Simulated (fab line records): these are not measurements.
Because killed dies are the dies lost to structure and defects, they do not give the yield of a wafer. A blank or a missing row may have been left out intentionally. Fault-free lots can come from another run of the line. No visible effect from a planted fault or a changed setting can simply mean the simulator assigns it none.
Struck lot and sound lot, side by side :: flow rit-cmos :: 34 steps out of a route of 202
Sound: the wafers L995.2, L995.3, L995.4. Wafers struck: L106.1, L106.2, L106.6. The cause comes at the end.
Per side, at each step with rows, come the tool, then ch with its chambers, and then its first start. Under that, the readings that differ: sound wafers :: struck wafers :: difference of the means :: sigmas: that difference in standard deviations of wafers without a fault.
alike: readings whose means differ by less than 2 such deviations, and words and numbers that are the same on both sides. not compared: withheld readings, readings that some wafer has no value for, bounds like >300 that may hide the same value, and numbers for which the record gives no deviation and whose values overlap.
Wherever a step has rows on one side only, a row that says differs or no value, or a row with sigmas, the two part there. Numbers that have no deviation but don't overlap get no sigmas and don't part them. A reading that every wafer of one side lacks parts them only if that side has two wafers or more.

first, 2 steps without rows for these wafers: RIT_SPACER_CLEAN_02 (cleans in SC2, time 600 s); RIT_SPACER_CVD_03 (deposits Si3N4 from SiH2Cl2/NH3, target thk 250 nm, time 3300 s).
RIT_SPACER_THK_MEAS_04:
  sound on film-metro-01 at day 2 23:33; struck on film-metro-04 at day 5 12:50
  alike: SPACER_NITRIDE_THK
RIT_SPACER_ETCHBACK_05: etches Si3N4 in SF6/CHF3, stops on SiO2, target depth 250 nm, time 240 s.
  sound on rie-diel-02 ch 0,3, day 2 23:36; struck on rie-diel-03 ch 0,2, day 5 12:53
  alike: drypump-motor-current-A, oes-product-au, rf-fwd-power-W, throttle-valve-pct
  not compared: rf-hours-counter-h
then, 6 steps without rows for these wafers: RIT_NSD_HMDS_00 (prime time 60 s); RIT_NSD_COAT_01 (resist thk 1000 nm); RIT_NSD_SOFTBAKE_02 (time 60 s); RIT_NSD_EXPOSE_03 (exposes mask M9, target cd 40700 nm); RIT_NSD_PEB_04; RIT_NSD_DEVELOP_05 (develop time 50 s).
RIT_NSD_OVL_MEAS_06:
  sound on overlay-01 at day 3 00:44; struck on overlay-01 at day 5 13:53
  alike: NSD_OVL
then, 1 step without rows for these wafers: RIT_NSD_HARDBAKE_07 (time 60 s).
RIT_NSD_IMPLANT_08:
  sound on implanter-02 ch 0, day 3 00:56; struck on implanter-01 ch 0, day 5 14:23
  alike: beam-on-s
RIT_NSD_STRIP_09: strips in O2, time 180 s.
  sound on plasma-asher-01 ch 0,1, day 3 01:04; struck on plasma-asher-02 ch 0,1, day 5 14:35
  alike: drypump-motor-current-A, o2-flow-sccm
  not compared: rf-hours-counter-h
RIT_NSD_TW_MEAS_10:
  sound on film-metro-03 at day 3 01:15; struck on film-metro-02 at day 5 14:46
reading: NSD_TW
sound: 3129 3120 3128
struck: 3581 3565 3565
difference: +445
sigmas: +22
then, 6 steps without rows for these wafers: RIT_PSD_HMDS_00 (prime time 60 s); RIT_PSD_COAT_01 (resist thk 1000 nm); RIT_PSD_SOFTBAKE_02 (time 60 s); RIT_PSD_EXPOSE_03 (exposes mask M10, target cd 40900 nm); RIT_PSD_PEB_04; RIT_PSD_DEVELOP_05 (develop time 50 s).
RIT_PSD_OVL_MEAS_06:
  sound on overlay-02 at day 3 02:17; struck on overlay-01 at day 5 15:40
  alike: PSD_OVL
then, 2 steps without rows for these wafers: RIT_PSD_HARDBAKE_07 (time 60 s); RIT_PSD_IMPLANT_08.
RIT_PSD_STRIP_09: strips in O2, time 180 s.
  sound on plasma-asher-03 ch 0,1, day 3 02:37; struck on plasma-asher-04 ch 0,1, day 5 16:00
  alike: drypump-motor-current-A, o2-flow-sccm
  not compared: rf-hours-counter-h
RIT_PSD_TW_MEAS_10:
  sound on film-metro-03 at day 3 02:47; struck on film-metro-02 at day 5 16:11
  alike: PSD_TW
then, 3 steps without rows for these wafers: RIT_SDANNEAL_CLEAN_00 (cleans in SC1, time 600 s); RIT_SDANNEAL_CLEAN_01 (cleans in dHF, time 30 s); RIT_SDANNEAL_CLEAN_02 (cleans in SC2, time 600 s).
RIT_SDANNEAL_RTA_03: time 5 s.
  sound on rtp-anneal-02 ch 0, day 3 03:13; struck on rtp-anneal-01 ch 0, day 5 16:37
  alike: ramp-down-c-per-s, wafer_temp_C_max
RIT_SDANNEAL_RS_MEAS_04: measurement is done with a four-point probe.
  sound on film-metro-01 at day 3 03:17; struck on film-metro-01 at day 5 16:41
reading: PSD_RS (ohm/sq)
sound: 115.7 115.9 115.4
struck: 116.6 116.3 116.1
difference: +0.7
sigmas: +2
RIT_SDANNEAL_RS_MEAS_05: measurement is done with a four-point probe.
  sound on film-metro-01 at day 3 03:25; struck on film-metro-01 at day 5 16:48
reading: NSD_RS (ohm/sq)
sound: 84.6 84.7 84.7
struck: 52.3 52.3 52.2
difference: -32.4
sigmas: -99 or more
RIT_SDANNEAL_RS_MEAS_06: measurement is done with a four-point probe.
  sound on film-metro-01 at day 3 03:32; struck on film-metro-01 at day 5 16:55
  alike: PLDD_RS
RIT_M1_PROBE_99:
  the record has rows for the struck wafers here (prober-02, day 6 00:31) and none for the sound ones

== WHERE THEY PART ==
At RIT_NSD_TW_MEAS_10 first; at RIT_M1_PROBE_99 last (within this record only).

WHY: whatever the simulator had introduced
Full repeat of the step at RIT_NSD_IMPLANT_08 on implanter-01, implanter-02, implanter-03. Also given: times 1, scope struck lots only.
